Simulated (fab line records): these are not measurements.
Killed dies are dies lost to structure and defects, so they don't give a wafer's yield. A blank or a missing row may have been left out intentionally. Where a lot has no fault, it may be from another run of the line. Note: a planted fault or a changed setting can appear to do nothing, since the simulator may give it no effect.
Which of the tools did it?	flow berkeley-cmos170	Sampling: 12 lots, 36 wafers, 5 of 331 route steps

== WHAT EACH GAUGE READ, for each wafer ==
UCB170_PWELL_TW_MEAS_17.
lot	measured	on	PWELL_TW
L821	day 3 10:41	film-metro-01	375 377 377
L822	day 4 02:46	film-metro-01	379 378 377
L824	day 4 03:14	film-metro-02	374 372 374
L823	day 4 03:00	film-metro-02	375 372 374
L829	day 5 02:45	film-metro-04	385 384 385
L832	day 5 18:31	film-metro-02	372 371 369
L833	day 5 17:44	film-metro-02	370 370 371
L835	day 6 07:23	film-metro-02	369 368 369
L838	day 7 00:31	film-metro-02	375 373 375
L839	day 7 10:29	film-metro-01	380 379 380
L840	day 7 10:37	film-metro-02	373 371 370
L841	day 7 18:02	film-metro-04	383 387 386

UCB170_ACTIVE_OVL_MEAS_14.
lot	measured	on	ACTIVE_OVL (nm)
L821	day 4 19:59	overlay-01	9 0 0
L822	day 5 12:19	overlay-02	4 -4 -2
L824	day 5 12:04	overlay-01	-9 4 4
L823	day 5 12:58	overlay-02	4 -1 -6
L829	day 6 16:09	overlay-02	2 5 2
L832	day 7 06:38	overlay-02	0 8 -1
L833	day 7 07:26	overlay-02	0 3 -2
L835	day 7 19:02	overlay-02	0 0 2
L838	day 8 18:05	overlay-01	7 3 7
L839	day 9 01:05	overlay-02	0 6 -3
L840	day 9 01:19	overlay-01	1 4 3
L841	day 9 10:44	overlay-02	-4 1 -3

UCB170_PVT_TW_MEAS_09.
lot	measured	on	PVT_TW
L821	day 6 13:43	film-metro-01	506 505 508
L822	day 7 11:14	film-metro-02	502 503 502
L824	day 7 11:08	film-metro-01	512 509 510
L823	day 7 10:51	film-metro-02	503 501 503
L829	day 8 15:49	film-metro-01	517 513 513
L832	day 9 06:35	film-metro-01	481 483 482
L833	day 9 06:49	film-metro-04	516 516 520
L835	day 9 23:11	film-metro-02	470 471 474
L838	day 10 17:38	film-metro-02	495 497 498
L839	day 10 17:23	film-metro-04	519 519 516
L840	day 10 17:09	film-metro-01	512 513 515
L841	day 11 04:50	film-metro-01	512 512 513

== EACH LOT AND THE TOOL THAT RAN IT (in order: tool; ch and the chambers of the sampled wafers; start) ==
lot	UCB170_ZERO_ETCH_06	UCB170_PVT_IMPLANT_07
L821	rie-diel-02 ch 0,2,3, day 1 19:11	implanter-02 ch 0, day 6 13:30
L822	rie-diel-02 ch 0,1,3, day 2 06:44	implanter-02 ch 0, day 7 10:59
L824	rie-diel-03 ch 0,1,2, day 2 15:32	implanter-04 ch 0, day 7 10:53
L823	rie-diel-02 ch 0,2,3, day 2 15:38	implanter-03 ch 0, day 7 10:36
L829	rie-diel-02 ch 2,3, day 3 12:41	implanter-04 ch 0, day 8 15:35
L832	rie-diel-03 ch 0,1,3, day 4 06:49	implanter-03 ch 0, day 9 06:22
L833	rie-diel-03 ch 0,2, day 4 07:32	implanter-02 ch 0, day 9 06:34
L835	rie-diel-03 ch 0,1,3, day 4 21:50	implanter-03 ch 0, day 9 22:57
L838	rie-diel-02 ch 0,1,2, day 5 11:32	implanter-02 ch 0, day 10 17:24
L839	rie-diel-01 ch 1,3, day 5 19:57	implanter-04 ch 0, day 10 17:08
L840	rie-diel-03 ch 0,2,3, day 5 20:22	implanter-02 ch 0, day 10 16:54
L841	rie-diel-01 ch 0,1, day 6 04:54	implanter-02 ch 0, day 11 04:35
- UCB170_ZERO_ETCH_06: etches SiO2 in CHF3/CF4/Ar, time 12 s.
- UCB170_PVT_IMPLANT_07

== WHAT THE TOOLS THEMSELVES READ (means of the sampled wafers that have a number; where no wafer has one, the mark that the record gives instead) ==
UCB170_ZERO_ETCH_06.
lot	tool	cf4-flow-sccm (sccm)	drypump-motor-current-A (A)	oes-product-au (a.u.)	throttle-valve-pct (%)
L821	rie-diel-02	9.977	5.5	0.637	9.14
L822	rie-diel-02	10.016	6.0	0.633	9.22
L824	rie-diel-03	9.982	6.3	0.619	9.22
L823	rie-diel-02	10.019	5.5	0.635	9.14
L829	rie-diel-02	9.980	5.0	0.639	9.15
L832	rie-diel-03	10.048	6.3	0.615	9.22
L833	rie-diel-03	10.015	6.4	0.623	9.27
L835	rie-diel-03	10.003	6.3	0.620	9.21
L838	rie-diel-02	9.993	5.7	0.634	9.09
L839	rie-diel-01	10.002	5.6	0.616	9.32
L840	rie-diel-03	9.997	6.4	0.621	9.24
L841	rie-diel-01	10.015	5.5	0.615	9.32

UCB170_PVT_IMPLANT_07.
lot	tool	dose-ions-cm2	faraday-current-uA
L821	implanter-02	2.0002e+12	6.27
L822	implanter-02	1.9988e+12	6.34
L824	implanter-04	2.0006e+12	6.21
L823	implanter-03	2.0004e+12	6.43
L829	implanter-04	2.0000e+12	6.35
L832	implanter-03	1.6613e+12	5.32
L833	implanter-02	2.0022e+12	6.39
L835	implanter-03	1.6593e+12	5.22
L838	implanter-02	1.9981e+12	6.39
L839	implanter-04	2.0002e+12	6.35
L840	implanter-02	2.0024e+12	6.28
L841	implanter-02	1.9976e+12	6.35

== THE ANSWER, worked out from the rows above alone ==
Rule: the lots themselves supply what counts as usual. Put in order of their means at a reading, lots are off if they are a third of the lots or fewer, leave a main group of 4 or more, and stand apart from it by a gap of 3 or more times the standard deviation of the main group's means; of several such gaps the widest counts. Not used: any main group whose means are identical at the precision the tables above print for the reading. Also off: a lot with no number at a reading for which 4 or more lots have one. Any other lot the step has rows for is counted as sound. First the gauges in route order, then the tools' own readings, where a lot's mean is used as printed above. At the first step where some lot is off, the reading lying furthest off is the one used; lots without a number count as furthest.
Off: L832, L835, at UCB170_PVT_IMPLANT_07 (dose-ions-cm2). The main group: mean 2.0000e+12, standard deviation 1.5e+09.
A tool fits if, at that step or a process step before it, it ran every lot that is off, and no sound lot after the first of them. One fits: implanter-03 at UCB170_PVT_IMPLANT_07. A fault onset in the window from L823 (day 7 10:36, its last sound lot) to L832 (day 9 06:22, its first lot off) fits.
The tool's own readings at UCB170_PVT_IMPLANT_07 bear it out: on the lots that are off they differ by more than 5 times the standard deviation of the sound lots' means. dose-ions-cm2 reads 1.6603e+12 there against 2.0000e+12 on the sound lots; faraday-current-uA reads 5.27 there against 6.34 on the sound lots.

== WHAT THE SIMULATOR HAD PUT IN ==
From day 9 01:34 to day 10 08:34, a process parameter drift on implanter-03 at UCB170_PVT_IMPLANT_07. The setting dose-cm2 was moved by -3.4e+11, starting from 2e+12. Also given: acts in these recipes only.
Lots struck among those shown: L832, L835. The rule above reached the same finding.
